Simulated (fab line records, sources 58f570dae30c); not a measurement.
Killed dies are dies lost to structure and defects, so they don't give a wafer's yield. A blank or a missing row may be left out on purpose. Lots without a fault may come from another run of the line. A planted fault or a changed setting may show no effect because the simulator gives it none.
A struck lot beside a sound one | flow berkeley_cmos170 | 14 steps out of a route of 331
Sound: wafers L875.1, L875.3, L875.5. Struck: wafers L881.1, L881.2, L881.3. The cause comes at the end.
At each step with rows: each side's tool, then ch and its chambers, then its first start. Under that, the readings that differ: sound wafers | struck wafers | difference of the means | sigmas: that difference in standard deviations of wafers without a fault.
alike: readings whose means differ by less than 2 such deviations, and words and numbers that are the same on both sides. not compared: withheld readings, readings that some wafer has no value for, bounds like >300 that may hide the same value, and numbers for which the record gives no deviation and whose values overlap.
The two part at a step that has a row with sigmas, a row that says differs or no value, or rows on one side only. Numbers that don't overlap but have no deviation are shown without sigmas and don't part them. A reading that every wafer of one side lacks parts them only if that side has two wafers or more.

first, 3 steps without rows for these wafers: UCB170_ACTIVE_CLEAN_00 (cleans in SPM, time 600 s); UCB170_ACTIVE_CLEAN_01 (cleans in dHF, time 60 s); UCB170_ACTIVE_OXIDATION_02 (target thk 26.4 nm, ox time 1260 s).
UCB170_ACTIVE_THK_MEAS_03:
  sound on film_metro-01, day 5 09:38; struck on film_metro-04, day 6 14:10
  alike: ACTIVE_OXIDE_THK
then, 2 steps without rows for these wafers: UCB170_ACTIVE_ANNEAL_04 (time 900 s); UCB170_ACTIVE_CVD_05 (deposits Si3N4 from SiH2Cl2/NH3, target thk 220 nm, time 3300 s).
UCB170_ACTIVE_THK_MEAS_06:
  sound on film_metro-02, day 5 17:08; struck on film_metro-01, day 6 20:13
  alike: ACTIVE_NITRIDE_THK
then, 5 steps without rows for these wafers: UCB170_ACTIVE_HMDS_07 (prime time 60 s); UCB170_ACTIVE_COAT_08 (resist thk 900 nm); UCB170_ACTIVE_SOFTBAKE_09 (time 60 s); UCB170_ACTIVE_EXPOSE_10 (exposes mask ACTIVE, target cd 1200 nm); UCB170_ACTIVE_PEB_11.
UCB170_ACTIVE_DEVELOP_12: develop time 45 s.
  sound on litho_track-03 ch 0, day 5 18:00; struck on litho_track-03, day 6 21:00
  no value came back on the struck wafers for chill_plate_temp_C (C), develop_time_s (s); on the sound wafers chill_plate_temp_C (C) reads 23.03 22.81 22.95
  reading                                 | sound             | struck            | difference | sigmas
  model.KrF_of_ACTIVE_COAT_08.thk_nm (nm) | 881.7 885.8 885.3 | 898.7 896.8 896.1 | +12.9      |
UCB170_ACTIVE_CD_MEAS_13: target cd 1200 nm.
  sound on cd_sem-02, day 5 18:27; struck on cd_sem-02, day 6 21:43
  reading    | sound                | struck | difference                    | sigmas
  cd_nm (nm) | 1201.1 1201.2 1201.6 | - - -  | no value on the struck wafers |

WHERE THEY PART
First at UCB170_ACTIVE_DEVELOP_12; last, within this record, at UCB170_ACTIVE_CD_MEAS_13.

WHY: what the simulator had put in
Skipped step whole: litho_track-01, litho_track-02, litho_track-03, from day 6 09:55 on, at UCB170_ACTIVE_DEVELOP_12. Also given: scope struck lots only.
